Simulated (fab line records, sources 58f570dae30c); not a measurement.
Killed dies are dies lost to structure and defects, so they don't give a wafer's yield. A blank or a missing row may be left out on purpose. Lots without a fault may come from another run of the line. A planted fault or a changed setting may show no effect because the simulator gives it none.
Which tool did it? | flow berkeley_cmos170 | 14 lots, 42 wafers sampled, at 6 steps of a route of 331

WHAT THE GAUGES READ, wafer by wafer
UCB170_NLDD_OVL_MEAS_07. Usual: NLDD_OVL 1 nm, standard deviation 6.3.
lot  | measured     | on         | NLDD_OVL (nm) | flag
L888 | day 6 04:31  | overlay-01 | -4 -8 -6      |
L890 | day 6 14:57  | overlay-01 | 2 -7 14       |
L892 | day 7 09:20  | overlay-01 | 5 3 3         |
L893 | day 7 09:32  | overlay-02 | 0 -2 -7       |
L894 | day 7 19:25  | overlay-01 | 13 17 -1      |
L895 | day 8 08:11  | overlay-02 | 3 -7 0        |
L897 | day 8 08:55  | overlay-02 | 1 -7 -11      |
L899 | day 8 17:06  | overlay-01 | -2 -7 5       |
L903 | day 9 16:20  | overlay-01 | -1 -2 -3      |
L907 | day 9 23:34  | overlay-01 | -9 2 -4       |
L905 | day 10 01:07 | overlay-01 | 6 5 1         |
L910 | day 10 16:15 | overlay-01 | -5 2 1        |
L909 | day 10 16:16 | overlay-02 | 6 18 9        |
L911 | day 11 14:21 | overlay-02 | 3 2 -2        |

UCB170_PSD_CD_MEAS_06: target cd 1200 nm. Usual: cd_nm 1200.2 nm, standard deviation 1.5.
lot  | measured     | on        | cd_nm (nm)           | flag
L888 | day 6 10:43  | cd_sem-01 | 1203.1 1201.6 1202.6 |
L890 | day 6 22:11  | cd_sem-01 | 1201.0 1200.2 1199.9 |
L892 | day 7 16:52  | cd_sem-02 | 1198.5 1199.1 1200.2 |
L893 | day 7 16:38  | cd_sem-02 | 1201.0 1201.7 1201.4 |
L894 | day 8 03:37  | cd_sem-02 | 1199.7 1200.5 1201.3 |
L895 | day 8 16:09  | cd_sem-01 | 1199.1 1198.6 1198.2 |
L897 | day 8 16:28  | cd_sem-01 | 1201.2 1200.2 1200.7 |
L899 | day 9 00:16  | cd_sem-01 | 1198.5 1199.9 1198.5 |
L903 | day 10 00:58 | cd_sem-02 | 1200.2 1199.5 1199.6 |
L907 | day 10 04:54 | cd_sem-01 | 1200.6 1201.2 1201.8 |
L905 | day 10 10:45 | cd_sem-02 | 1201.7 1202.5 1199.7 |
L910 | day 10 23:24 | cd_sem-01 | 1201.5 1200.3 1201.0 |
L909 | day 10 23:19 | cd_sem-02 | 1198.1 1197.6 1197.9 |
L911 | day 11 21:09 | cd_sem-01 | 1198.4 1199.3 1200.6 |

UCB170_SDANNEAL_RS_MEAS_02: measures by four-point-probe. Usual: PSD_RS 75.66 ohm/sq, standard deviation 0.26.
lot  | measured     | on            | PSD_RS (ohm/sq)   | flag
L888 | day 6 14:01  | film_metro-01 | 75.59 75.53 76.04 |
L890 | day 7 03:47  | film_metro-02 | 75.65 75.22 75.72 |
L892 | day 7 23:02  | film_metro-02 | 76.06 75.85 75.82 |
L893 | day 7 23:03  | film_metro-01 | 75.41 75.27 75.66 |
L894 | day 8 09:05  | film_metro-01 | 75.82 75.50 75.44 |
L895 | day 9 01:46  | film_metro-01 | 75.72 75.52 75.22 |
L897 | day 9 02:21  | film_metro-02 | 75.61 75.99 75.75 |
L899 | day 9 03:58  | film_metro-03 | 75.89 75.80 75.85 |
L903 | day 10 06:50 | film_metro-02 | 76.13 76.00 75.75 |
L907 | day 10 10:21 | film_metro-03 | 75.21 75.50 75.45 |
L905 | day 10 15:21 | film_metro-03 | 76.28 76.30 76.04 |
L910 | day 11 05:16 | film_metro-01 | 75.64 75.88 75.75 |
L909 | day 11 02:47 | film_metro-02 | 75.80 76.17 75.87 |
L911 | day 12 01:12 | film_metro-02 | 75.30 75.45 75.64 |

UCB170_SILICIDE_RS_MEAS_02: measures by four-point-probe. Usual: SILICIDE_TI_RS 26.1 ohm/sq, standard deviation 0.3.
lot  | measured     | on            | SILICIDE_TI_RS (ohm/sq) | flag
L888 | day 6 14:35  | film_metro-03 | 25.9 26.4 26.0          |
L890 | day 7 04:22  | film_metro-01 | 25.6 25.6 25.5          |
L892 | day 7 23:36  | film_metro-04 | 25.9 26.1 25.9          |
L893 | day 7 23:37  | film_metro-03 | 25.9 25.8 25.9          |
L894 | day 8 09:40  | film_metro-03 | 25.8 26.5 25.9          |
L895 | day 9 02:22  | film_metro-01 | 25.6 26.3 26.0          |
L897 | day 9 02:55  | film_metro-03 | 26.1 26.4 26.3          |
L899 | day 9 04:32  | film_metro-04 | 25.8 26.0 25.9          |
L903 | day 10 07:25 | film_metro-01 | 21.0 26.3 26.2          | OFF
L907 | day 10 10:56 | film_metro-03 | 26.5 26.6 26.5          |
L905 | day 10 15:56 | film_metro-04 | 26.1 20.7 26.4          | OFF
L910 | day 11 05:51 | film_metro-01 | 25.9 26.1 26.1          |
L909 | day 11 03:22 | film_metro-04 | 26.0 25.9 26.0          |
L911 | day 12 01:47 | film_metro-04 | 26.5 26.2 26.3          |

UCB170_SILICIDE_THK_MEAS_03: measures by xrf. Usual: SILICIDE_TI_THK 29.7 nm, standard deviation 0.33.
lot  | measured     | on            | SILICIDE_TI_THK (nm) | flag
L888 | day 6 14:43  | film_metro-03 | 29.7 29.4 29.6       |
L890 | day 7 04:28  | film_metro-01 | 30.1 30.0 30.3       |
L892 | day 7 23:43  | film_metro-04 | 29.9 29.6 29.8       |
L893 | day 7 23:43  | film_metro-03 | 29.9 30.0 29.8       |
L894 | day 8 09:47  | film_metro-03 | 29.7 29.2 29.7       |
L895 | day 9 02:29  | film_metro-01 | 30.1 29.4 29.7       |
L897 | day 9 03:01  | film_metro-03 | 29.7 29.5 29.6       |
L899 | day 9 04:39  | film_metro-04 | 30.0 29.8 29.8       |
L903 | day 10 07:32 | film_metro-01 | 35.9 29.6 29.7       | OFF
L907 | day 10 11:02 | film_metro-03 | 29.2 29.3 29.3       |
L905 | day 10 16:03 | film_metro-04 | 29.7 36.3 29.5       | OFF
L910 | day 11 05:58 | film_metro-01 | 29.9 29.6 29.6       |
L909 | day 11 03:28 | film_metro-04 | 30.0 30.0 30.0       |
L911 | day 12 01:54 | film_metro-04 | 29.3 29.4 29.3       |

WHICH TOOL RAN EACH LOT (tool, then ch and the chambers of the sampled wafers, then the start)
lot  | UCB170_SILICIDE_SPUTTER_01
L888 | pvd_sputter-01, day 6 14:34
L890 | pvd_sputter-01, day 7 04:17
L892 | pvd_sputter-01, day 7 23:33
L893 | pvd_sputter-03, day 7 23:33
L894 | pvd_sputter-02, day 8 09:38
L895 | pvd_sputter-01, day 9 02:18
L897 | pvd_sputter-03, day 9 02:51
L899 | pvd_sputter-01, day 9 04:29
L903 | pvd_sputter-02, day 10 07:23
L907 | pvd_sputter-03, day 10 10:53
L905 | pvd_sputter-02, day 10 15:54
L910 | pvd_sputter-03, day 11 05:48
L909 | pvd_sputter-03, day 11 03:19
L911 | pvd_sputter-03, day 12 01:45
- UCB170_SILICIDE_SPUTTER_01: material Ti, target thk 30 nm, time 25 s.

WHAT THE TOOLS THEMSELVES READ (means of the sampled wafers that have a number; where no wafer has one, the mark that the record gives instead)
UCB170_SILICIDE_SPUTTER_01. Usual: throttle_valve_pct 30.3 %, standard deviation 0.66.
lot  | tool           | throttle_valve_pct (%) | flag
L888 | pvd_sputter-01 | 30.4                   |
L890 | pvd_sputter-01 | 30.1                   |
L892 | pvd_sputter-01 | 30.4                   |
L893 | pvd_sputter-03 | 30.1                   |
L894 | pvd_sputter-02 | 30.8                   |
L895 | pvd_sputter-01 | 30.2                   |
L897 | pvd_sputter-03 | 30.1                   |
L899 | pvd_sputter-01 | 30.3                   |
L903 | pvd_sputter-02 | 31.5                   |
L907 | pvd_sputter-03 | 30.1                   |
L905 | pvd_sputter-02 | 31.4                   |
L910 | pvd_sputter-03 | 30.0                   |
L909 | pvd_sputter-03 | 30.1                   |
L911 | pvd_sputter-03 | 30.2                   |

THE ANSWER, worked out from the rows above alone
Rule: a lot is off if the mean of its wafers that have a number lies more than 3 standard deviations from the usual mean. A lot without any number at a reading at which 4 lots or more have one is off too. The other lots that the step has rows for count as sound. The gauges are gone through in route order, then the tools' own readings, and for those a lot's mean is taken as printed above. The first step at which some lot is off is used, and at that step the reading that is off furthest; a lot without a number counts as furthest.
Off: L903, L905, at UCB170_SILICIDE_RS_MEAS_02 (SILICIDE_TI_RS).
A tool fits if, at a process step before that reading, it ran every lot that is off, and no sound lot after the first of them. The gauges at UCB170_SILICIDE_RS_MEAS_02 are tried like those tools. One fits: pvd_sputter-02 at UCB170_SILICIDE_SPUTTER_01. Its last sound lot is L894 (day 8 09:38), its first lot that is off L903 (day 10 07:23): a fault that began between those two fits.
The tool's own readings at UCB170_SILICIDE_SPUTTER_01 bear it out: on the lots that are off they differ by more than 5 times the standard deviation of the sound lots' means. throttle_valve_pct reads 31.4 % there against 30.2 % on the sound lots.

WHAT THE SIMULATOR HAD PUT IN
Process parameter drift: pvd_sputter-02, from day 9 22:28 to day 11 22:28, at UCB170_SILICIDE_SPUTTER_01. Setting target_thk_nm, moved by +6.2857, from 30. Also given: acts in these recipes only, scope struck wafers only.
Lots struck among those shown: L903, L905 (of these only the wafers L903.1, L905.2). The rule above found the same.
